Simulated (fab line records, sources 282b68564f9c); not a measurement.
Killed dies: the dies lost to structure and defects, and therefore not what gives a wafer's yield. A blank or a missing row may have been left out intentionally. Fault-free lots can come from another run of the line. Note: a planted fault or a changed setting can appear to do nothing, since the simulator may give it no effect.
Which of the tools did it? | flow rit cmos | route of 202 steps, sampled at 1 step: 14 lots, 42 wafers

== WHAT EACH GAUGE READ, for each wafer ==
The record lacks any reading of a measuring or inspecting step that a usual standard deviation could be used to judge.

== WHAT TOOL EACH LOT RAN ON (gives the tool, then ch and the chambers of the sampled wafers, and finally the start) ==
lot  | RIT_NRETRO_EXPOSE_03
L698 | iline stepper-02 ch 0, day 2 15:43
L699 | iline stepper-01 ch 0, day 2 21:11
L700 | iline stepper-01 ch 0, day 3 03:45
L701 | iline stepper-02 ch 0, day 3 12:02
L702 | iline stepper-02, day 3 15:16
L703 | iline stepper-02, day 3 20:49
L704 | iline stepper-02 ch 0, day 4 05:25
L706 | iline stepper-02 ch 0, day 4 13:05
L710 | iline stepper-01 ch 0, day 5 05:58
L711 | iline stepper-02 ch 0, day 5 09:53
L713 | iline stepper-02 ch 0, day 5 22:33
L714 | iline stepper-02 ch 0, day 6 02:53
L716 | iline stepper-02 ch 0, day 6 11:16
L719 | iline stepper-02 ch 0, day 7 03:31
- RIT_NRETRO_EXPOSE_03: exposes mask M4, target cd 43900 nm.

== WHAT THE TOOLS THEMSELVES READ (means of the sampled wafers that have a number; where no wafer has one, the mark that the record gives instead) ==
RIT_NRETRO_EXPOSE_03. Usual: exposure dose mJ cm2 250.02, standard deviation 0.24; focus offset nm 0.0 nm, standard deviation 0.59.
lot  | tool             | exposure dose mJ cm2 | focus offset nm (nm) | flag
L698 | iline stepper-02 | 250.13               | -0.2                 |
L699 | iline stepper-01 | 250.21               | -0.5                 |
L700 | iline stepper-01 | 250.10               | 0.3                  |
L701 | iline stepper-02 | 250.04               | -0.4                 |
L702 | iline stepper-02 | -                    | -                    | OFF
L703 | iline stepper-02 | -                    | -                    | OFF
L704 | iline stepper-02 | 250.30               | -0.3                 |
L706 | iline stepper-02 | 250.20               | 0.2                  |
L710 | iline stepper-01 | 250.22               | -0.0                 |
L711 | iline stepper-02 | 250.00               | 0.1                  |
L713 | iline stepper-02 | 249.85               | -0.5                 |
L714 | iline stepper-02 | 250.05               | -0.3                 |
L716 | iline stepper-02 | 249.89               | 0.4                  |
L719 | iline stepper-02 | 250.21               | -0.4                 |

== THE ANSWER, worked out from the rows above alone ==
Rule: a lot counts as off when the mean over its wafers that have a number is more than 3 standard deviations away from the usual mean. A lot without any number at a reading at which 4 lots or more have one is off too. All remaining lots with rows at the step are treated as sound. After the gauges, taken in route order, come the tools' own readings; for these a lot's mean is taken, as printed above. At the first step where some lot is off, the reading lying furthest off is the one used; lots without a number count as furthest.
Off at RIT_NRETRO_EXPOSE_03 (exposure dose mJ cm2): L702, L703. Without a number there: L702, L703.
If a tool, at that step or one of the process steps before it, ran each lot that is off and ran no sound lot following the first of them, it fits. Not one of the candidates tried fits.

== WHAT HAD BEEN PUT IN BY THE SIMULATOR ==
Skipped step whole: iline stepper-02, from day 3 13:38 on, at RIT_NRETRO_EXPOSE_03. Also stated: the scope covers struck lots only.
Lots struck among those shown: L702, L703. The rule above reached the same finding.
